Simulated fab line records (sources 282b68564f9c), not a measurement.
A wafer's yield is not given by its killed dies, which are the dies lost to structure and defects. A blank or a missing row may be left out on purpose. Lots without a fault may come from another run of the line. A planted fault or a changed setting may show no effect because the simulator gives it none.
Comparing a struck lot with a sound one | flow ritCmos | 27 out of 202 route steps
Sound: the wafers L954.1, L954.2, L954.5. Struck: wafers L968.2, L968.4, L968.6. At the end, the cause is stated.
For every step that has rows: the tool of each side, followed by ch and its chambers, followed by its first start. Under that, the readings that differ: sound wafers | struck wafers | difference of the means | sigmas: that difference in standard deviations of wafers without a fault.
alike: a reading whose means differ by less than 2 such deviations, as well as words and numbers matching on both sides. not compared: withheld readings; readings where some wafer has no value; bounds like >300 that might hide an equal value; numbers whose values overlap and for which the record gives no deviation.
A row with sigmas, a row that says differs or no value, or rows on one side alone: a step with any of these is where the two part. Numbers that have no deviation but don't overlap get no sigmas and don't part them. A reading missing from all wafers of one side parts the sides only when that side holds two or more wafers.

RIT_ACTIVE_BOW_MEAS_00:
  struck on filmMetro-03, day 5 04:01; sound on filmMetro-04, day 2 06:00
  alike: INCOMING_BOW
then, 1 step without rows for these wafers: RIT_ACTIVE_OXIDATION_01 (target thk 46.8 nm, ox time 3360 s).
RIT_ACTIVE_THK_MEAS_02:
  struck on filmMetro-03, day 5 07:48; sound on filmMetro-02, day 2 08:59
reading               | sound          | struck         | difference | sigmas
ACTIVE_OXIDE_THK (nm) | 48.8 47.8 47.4 | 45.9 46.2 45.7 | -2.1       | -2
RIT_ACTIVE_CVD_03: deposits Si3N4 from SiH2Cl2/NH3, target thk 150 nm, time 1500 s.
  sound on lpcvd-01 ch 0, day 2 09:03; struck on lpcvd-02 ch 0, day 5 07:51
reading                                 | sound           | struck          | difference | sigmas
model.Si3N4_of_ACTIVE_CVD_03.thkNm (nm) | 151.1 150 149.9 | 199.4 200.3 201 | +49.9      | 
  alike: nh3FlowSccm
RIT_ACTIVE_THK_MEAS_04:
  struck on filmMetro-02, day 5 09:17; sound on filmMetro-02, day 2 10:28
reading                 | sound             | struck            | difference | sigmas
ACTIVE_NITRIDE_THK (nm) | 151.3 150.0 150.0 | 199.5 200.4 200.9 | +49.8      | +36
then, 6 steps without rows for these wafers: RIT_ACTIVE_HMDS_05 (prime time 60 s); RIT_ACTIVE_COAT_06 (resist thk 1000 nm); RIT_ACTIVE_SOFTBAKE_07 (time 60 s); RIT_ACTIVE_EXPOSE_08 (exposes mask M1, target cd 1400 nm); RIT_ACTIVE_PEB_09; RIT_ACTIVE_DEVELOP_10 (develop time 50 s).
RIT_ACTIVE_CD_MEAS_11: the cd target is 1400 nm.
  struck on cdSem-01, day 5 10:12; sound on cdSem-01, day 2 11:31
  alike: cdNm
then, 1 step without rows for these wafers: RIT_ACTIVE_HARDBAKE_12 (time 60 s).
RIT_ACTIVE_ETCH_13: etches Si3N4 in SF6, stops on SiO2, time 210 s, target depth 210 nm.
  sound on rieDiel-02 ch 0,1,3, day 2 11:47; struck on rieDiel-01 ch 0,1, day 5 10:27
reading                          | sound             | struck            | difference | sigmas
oesProductAu (a.u.)              | 0.815 0.824 0.829 | 0.975 0.963 0.967 | +0.146     | +13
model.etch.depthNm (nm)          | 151.1 150 149.9   | 199.4 200.3 201   | +49.9      | 
model.ACTIVE.featureDepthNm (nm) | 152.6 151.6 149.9 | 201 202.5 203.2   | +51        | 
  alike: drypumpMotorCurrentA, throttleValvePct
  not compared: rfHoursCounterH
RIT_ACTIVE_STRIP_14: strips in O2, time 180 s.
  sound on plasmaAsher-02 ch 0,1, day 2 11:55; struck on plasmaAsher-03 ch 0,1, day 5 10:35
  alike: drypumpMotorCurrentA, o2FlowSccm
  not compared: rfHoursCounterH
RIT_ACTIVE_CD_MEAS_90: the cd target is 1400 nm.
  struck on cdSem-01, day 5 10:47; sound on cdSem-01, day 2 12:05
  alike: cdNm
then, 4 steps without rows for these wafers: RIT_ACTIVE_CLEAN_15 (cleans in SC1, time 600 s); RIT_ACTIVE_CLEAN_16 (cleans in dHF, time 30 s); RIT_ACTIVE_CLEAN_17 (cleans in SC2, time 600 s); RIT_FOX1_OXIDATION_00 (target thk 350.7 nm, ox time 1130 s).
RIT_FOX1_THK_MEAS_01:
  struck on filmMetro-04, day 5 12:37; sound on filmMetro-04, day 2 14:31
  alike: FOX1_OXIDE_THK
then, 2 steps without rows for these wafers: RIT_FOX1_WET_ETCH_02 (etches SiO2 in BOE, target depth 350 nm, time 390 s); RIT_FOX2_OXIDATION_00 (target thk 350.7 nm, ox time 1130 s).
RIT_FOX2_THK_MEAS_01:
  struck on filmMetro-01, day 5 14:07; sound on filmMetro-01, day 2 16:08
  alike: FOX2_OXIDE_THK
RIT_FOX2_CLEAN_02: cleans in dHF, time 180 s.
  sound on wetBench-03 ch 0, day 2 16:12; struck on wetBench-02 ch 3, day 5 14:10
reading                                 | sound             | struck          | difference | sigmas
model.Si3N4_of_ACTIVE_CVD_03.thkNm (nm) | 131.8 130.7 130.6 | 180.2 181 181.7 | +49.9      | 
then, 1 step without rows for these wafers: RIT_FOX2_WET_ETCH_03 (etches Si3N4 in H3PO4, target depth 195 nm, time 2700 s).
RIT_M1_PROBE_99:
  struck on prober-01, day 7 05:07; sound on prober-01, day 4 09:53
reading                           | sound          | struck         | difference | sigmas
model.etest.pldd.widthNm (nm)     | 3141 3145 3179 | 3208 3240 3241 | +75        | 
model.etest.nldd.widthNm (nm)     | 3143 3145 3169 | 3220 3241 3232 | +79        | 
model.etest.nplusSal.widthNm (nm) | 3415 3413 3449 | 3498 3485 3527 | +78        | 
model.etest.pplusSal.widthNm (nm) | 3424 3415 3452 | 3489 3484 3526 | +69        | 

WHERE THEY PART
At RIT_ACTIVE_THK_MEAS_02 first; at RIT_ACTIVE_ETCH_13 last (within this record only). Later steps at which nothing parts them and some readings are alike: RIT_ACTIVE_STRIP_14, RIT_ACTIVE_CD_MEAS_90, RIT_FOX1_THK_MEAS_01, RIT_FOX2_THK_MEAS_01.

WHY: the cause the simulator had injected
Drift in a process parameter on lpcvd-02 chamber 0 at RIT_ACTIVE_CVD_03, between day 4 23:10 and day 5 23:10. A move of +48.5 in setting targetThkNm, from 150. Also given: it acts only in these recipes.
